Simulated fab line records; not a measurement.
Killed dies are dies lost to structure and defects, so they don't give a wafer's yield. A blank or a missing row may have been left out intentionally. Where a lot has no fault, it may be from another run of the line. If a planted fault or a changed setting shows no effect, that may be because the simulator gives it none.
fab line records    flow rit-cmos
record lots=14  wafers=42  last-day=7
route steps=202 shown NRETRO@59 PSD@151
lots untouched by any fault: they come from a run of this same line in which no faults occurred
start-h: the number of hours between the record's first day and the start of the first shown wafer of the lot    wait-h: hours elapsed since this lot's preceding step    " as in the row above    L1.1+2: a row that stands for several wafers    - no value, or no start given    * or withheld: withheld    < > ~ a bound
route shown NAME@n: NAME is a module with steps in the file, n the number in the route of the first one    usual: mean/standard deviation taken from wafers without a fault    same: alike in all rows    chamber/n: place in a boat    sites: the reading at each site    _std_site: the values' standard deviation    _edge_site: mean of outer sites minus mean of inner sites    radius-mm: how far each site lies from the wafer's centre    mask NAME#n: copy n    behind: the tool/chamber that last shaped the wafer    hold: cause of the lot's hold/its duration in hours/its outcome    device: the n, p or np transistor that did not switch    end of line: tests of these same wafers at the route's end    where a step has no rows: the recipe by itself    killed: dies lost to structure and defects at the first sort, not the wafer's yield    map: the dies of a wafer, with x for killed, . for not killed, _ for no die there
set.NAME: the setting as run; set.NAME@STEP: as run at that earlier step    model.NAME: the simulator's own value behind a step, which no gauge read
steps of the route over a sample of lots; a table a step, a row a wafer
services: a tool's chamber out of use, with start hour (start-h, from the record's first day; less than 0 if before it), hours out, and reason
## steps
# step RIT_NRETRO_OVL_MEAS_06
# usual NRETRO_OVL=-0.5/1.5
lot.wafer  tool        chamber  start-h  wait-h  NRETRO_OVL[nm]
L690.1     overlay-01  -        35.33    -       -0.6
L690.3     "           -        "        "       -1.3
L690.4     "           -        "        "       -0.6
L691.1     overlay-02  -        39.86    -       -2.2
L691.3     "           -        "        "       -1.9
L691.6     "           -        "        "       -2.7
L692.1     overlay-01  -        45.86    -       0.7
L692.2     "           -        "        "       0.8
L692.5     "           -        "        "       -0.8
L693.3     overlay-01  -        50.07    -       1.3
L693.4     "           -        "        "       2.0
L693.6     "           -        "        "       1.4
L697.2     overlay-01  -        70.11    -       0.4
L697.4     "           -        "        "       -0.1
L697.6     "           -        "        "       -0.5
L700.1     overlay-02  -        85.59    -       2.0
L700.3     "           -        "        "       0.2
L700.6     "           -        "        "       0.1
L702.1     overlay-02  -        94.15    -       -2.9
L702.3     "           -        "        "       -1.8
L702.5     "           -        "        "       -0.9
L704.1     overlay-02  -        105.29   -       -0.4
L704.3     "           -        "        "       -0.8
L704.6     "           -        "        "       0.1
L705.1     overlay-01  -        110.28   -       -0.2
L705.2     "           -        "        "       -3.1
L705.5     "           -        "        "       -1.9
L706.2     overlay-01  -        114.15   -       0.5
L706.3     "           -        "        "       0.7
L706.5     "           -        "        "       0.5
L707.1     overlay-01  -        118.81   -       0.7
L707.5     "           -        "        "       -0.3
L707.6     "           -        "        "       -0.3
L708.2     overlay-01  -        125.30   -       -0.2
L708.5     "           -        "        "       0.2
L708.6     "           -        "        "       -1.1
L710.1     overlay-02  -        134.07   -       -0.8
L710.4     "           -        "        "       -2.1
L710.5     "           -        "        "       -1.7
L712.3     overlay-02  -        144.02   -       -1.4
L712.5     "           -        "        "       -1.1
L712.6     "           -        "        "       -3.3
# step RIT_PSD_STRIP_09
# recipe chemistry=O2  time-s=180  resist=NOVOLAK  platen-temp-c=withheld  power-w=500  pressure-mtorr=4000  o2-flow-sccm=4000
# usual chamber-pressure-mTorr=4000/3.6  drypump-motor-current-A=5.69/0.27  o2-flow-sccm=3999/11
lot.wafer  tool             chamber  start-h  wait-h  chamber-pressure-mTorr  drypump-motor-current-A  o2-flow-sccm  rf-hours-counter-h
L690.1     plasma-asher-03  0        54.92    0.1     4002                    5.47                     3988          39
L690.3     "                0        "        "       4000                    5.46                     3987          -
L690.4     "                1        "        "       3999                    5.94                     4000          -
L691.1     plasma-asher-04  1        58.87    0.1     4003                    5.69                     3996          45
L691.3     "                0        "        "       3998                    5.98                     3993          -
L691.6     "                0        "        "       3992                    6.01                     3987          -
L692.1     plasma-asher-02  0        68.07    0.1     3999                    5.30                     4014          29
L692.2     "                1        "        "       4004                    5.90                     4020          29
L692.5     "                1        "        "       4000                    5.91                     4011          -
L693.3     plasma-asher-03  0        71.20    0.1     4005                    5.44                     4013          -
L693.4     "                1        "        "       3999                    5.95                     3981          -
L693.6     "                1        "        "       4000                    5.96                     3974          -
L697.2     plasma-asher-02  0        90.06    0.1     3995                    5.31                     3999          31
L697.4     "                0        "        "       4006                    5.30                     3995          -
L697.6     "                0        "        "       4001                    5.29                     3989          -
L700.1     plasma-asher-04  0        107.18   0.1     4002                    6.00                     4010          50
L700.3     "                1        "        "       3998                    5.66                     3986          -
L700.6     "                0        "        "       4002                    5.97                     4016          -
L702.1     plasma-asher-03  1        113.36   0.1     4001                    5.94                     3988          45
L702.3     "                0        "        "       4001                    5.43                     3977          -
L702.5     "                0        "        "       4001                    5.46                     3996          -
L704.1     plasma-asher-03  1        124.45   0.1     4000                    5.94                     3998          47
L704.3     "                1        "        "       4003                    5.92                     4002          -
L704.6     "                0        "        "       3999                    5.45                     4004          -
L705.1     plasma-asher-02  1        128.98   0.1     3995                    5.88                     3979          37
L705.2     "                0        "        "       3997                    5.30                     3989          37
L705.5     "                1        "        "       4000                    5.88                     4002          -
L706.2     plasma-asher-04  0        133.60   0.1     3998                    5.99                     3996          2
L706.3     "                0        "        "       4001                    5.98                     3983          -
L706.5     "                0        "        "       3995                    6.00                     4007          -
L707.1     plasma-asher-02  1        140.16   0.1     -                       -                        -             -
L707.5     "                0        "        "       -                       -                        -             -
L707.6     "                1        "        "       -                       -                        -             -
L708.2     plasma-asher-02  1        145.32   0.1     -                       -                        -             -
L708.5     "                1        "        "       -                       -                        -             -
L708.6     "                0        "        "       -                       -                        -             -
L710.1     plasma-asher-04  1        153.00   0.1     4008                    5.68                     3998          4
L710.4     "                1        "        "       3993                    5.66                     3983          -
L710.5     "                1        "        "       3999                    5.68                     4019          -
L712.3     plasma-asher-02  0        164.39   0.1     3996                    5.28                     3993          -
L712.5     "                0        "        "       4000                    5.27                     4009          -
L712.6     "                1        "        "       3999                    5.90                     4008          -
## services
tool             chamber  start-h  hours  kind
plasma-asher-04  -        108.75   9.0    pm
plasma-asher-04  0        108.75   9.0    vent-cycle
plasma-asher-04  1        108.75   9.0    vent-cycle
plasma-asher-04  0        117.75   -      clean
plasma-asher-04  1        117.75   -      clean
## key
first-sign step=RIT_PSD_STRIP_09  reading=tool-record  direction=missing
effect none on later readings
met-at RIT_PSD_STRIP_09
struck-lots L707,L708
later-rows-left-out L707.1,L707.5,L707.6,L708.2,L708.5,L708.6
sort-left-out L707.1,L707.5,L707.6,L708.2,L708.5,L708.6
tester-left-out L707,L708
not-acting-at RIT_NRETRO_OVL_MEAS_06
onset-between 128.98 140.16
fault kind=skipped-step-whole  tool=plasma-asher-02  chamber=-  onset-h=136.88  steps=RIT_PSD_STRIP_09  scope=struck-lots-only
# tester-left-out: of these lots the tester's yield and bins aren't shown, on N5 and GAA mostly nor the transistor test; their killed dies are dies lost to structure and defects alone, not to doping, threshold or leakage, so they don't give the yield
# sort-left-out: the simulated sort isn't trusted on such a fault, so these wafers' sort isn't shown, and their yield isn't known
# later-rows-left-out: the simulator's readings of these wafers behind a module that went badly wrong aren't trusted and aren't shown, but for the sort
